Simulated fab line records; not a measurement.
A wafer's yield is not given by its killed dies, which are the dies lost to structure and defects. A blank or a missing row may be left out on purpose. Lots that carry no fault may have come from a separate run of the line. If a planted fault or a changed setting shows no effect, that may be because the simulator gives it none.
Code-filled problem report in 8D (eight disciplines) form | flow berkeley_cmos170 | the parts of the form that need people (team, actions taken, sign-off) are left out

## 1. WHAT IS WRONG
Mean of strip_time_to_endpoint_s at UCB170_NWELL_STRIP_15: 21.61 s across 6 wafers in 2 lots; on wafers with no fault it is 18.07 s (standard deviation 0.11). Measured from the usual mean, that is +32 standard deviations.
The step: strips in O2.
The first sign was on wafer L787.1 at day 2 18:32, on plasma_asher-02. At this step, 42 wafers from 14 lots have a number in the record. By rule, "out" or "out of limits" means more than 4 standard deviations away from the usual mean. All remaining wafers that have a number are taken as sound.

## 2. WHAT IT IS, WHAT IT ISN'T
question                    | is                               | is not
which readings at this step | strip_time_to_endpoint_s         | drypump_motor_current_A
which lots                  | L787, L788                       | L784, L786, L789, L797, L798, L799, L801, L802, L803, L805, L806, L807
which wafers of those lots  | all that have a number           | -
read on which tools         | plasma_asher-02, plasma_asher-04 | plasma_asher-01
when                        | from day 2 18:32                 | up to then (6 sound wafers); but 30 sound wafers of L789, L797, L798, L799, L801, L802, L803, L805, L806, L807 came after

## 3. WHAT RULES OUT EACH SUSPECT
Counting: a tool stays on the suspect list if, at a process step up to the reading, it processed all lots that are out and no sound lot following the first of them.
- rie_diel-01 at UCB170_NWELL_ETCH_13 (etches Si3N4 in CH3F/Ar/O2, stops on SiO2, target depth 246.4 nm, time 154 s): ruled out as a lasting fault. Sound lots L797, L799, L802 ran on it after its first lot that is out, L787 (day 2 18:17).
Left after counting: nothing in the record.

## 4. THE CAUSE (what the simulator had put in)
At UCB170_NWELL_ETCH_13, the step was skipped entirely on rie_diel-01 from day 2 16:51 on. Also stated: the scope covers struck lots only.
The count ruled it out by mistake, since the rule takes a fault to strike every lot its tool runs from the start of the fault on, and this one did not do so.

## 5. THE CHAIN OF EFFECTS, in route order
Rows list readings where the struck wafers' mean (over those with a number) sits beyond 3 standard deviations from the usual. Readings are gone through only where the record gives a usual standard deviation; hours: the median, over the lots, of the time from a lot's start at the first step in this table giving one to that lot's start at this step; sigmas: the change measured in usual standard deviations.
hours | step                  | reading                  | usual   | on struck wafers | change | sigmas
0     | UCB170_NWELL_STRIP_15 | strip_time_to_endpoint_s | 18.07 s | 21.61            | +3.54  | +32
The process steps in it:
- UCB170_NWELL_STRIP_15: strips in O2.
Readings that are blank on the struck wafers while sound wafers have them: CH3F_flow_sccm at UCB170_NWELL_ETCH_13; O2_flow_sccm at UCB170_NWELL_ETCH_13; drypump_motor_current_A at UCB170_NWELL_ETCH_13; oes_product_au at UCB170_NWELL_ETCH_13; rf_fwd_power_W at UCB170_NWELL_ETCH_13; throttle_valve_pct at UCB170_NWELL_ETCH_13.

## 6. WHAT WOULD HAVE CAUGHT IT SOONER
In this record the first reading out of limits was taken at day 2 18:32, 2 hours after the fault began at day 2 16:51.
At UCB170_NWELL_ETCH_13 the tool's readings are blank on the struck wafers, where sound wafers have them: an empty tool record is the first sign, and it was there at once.
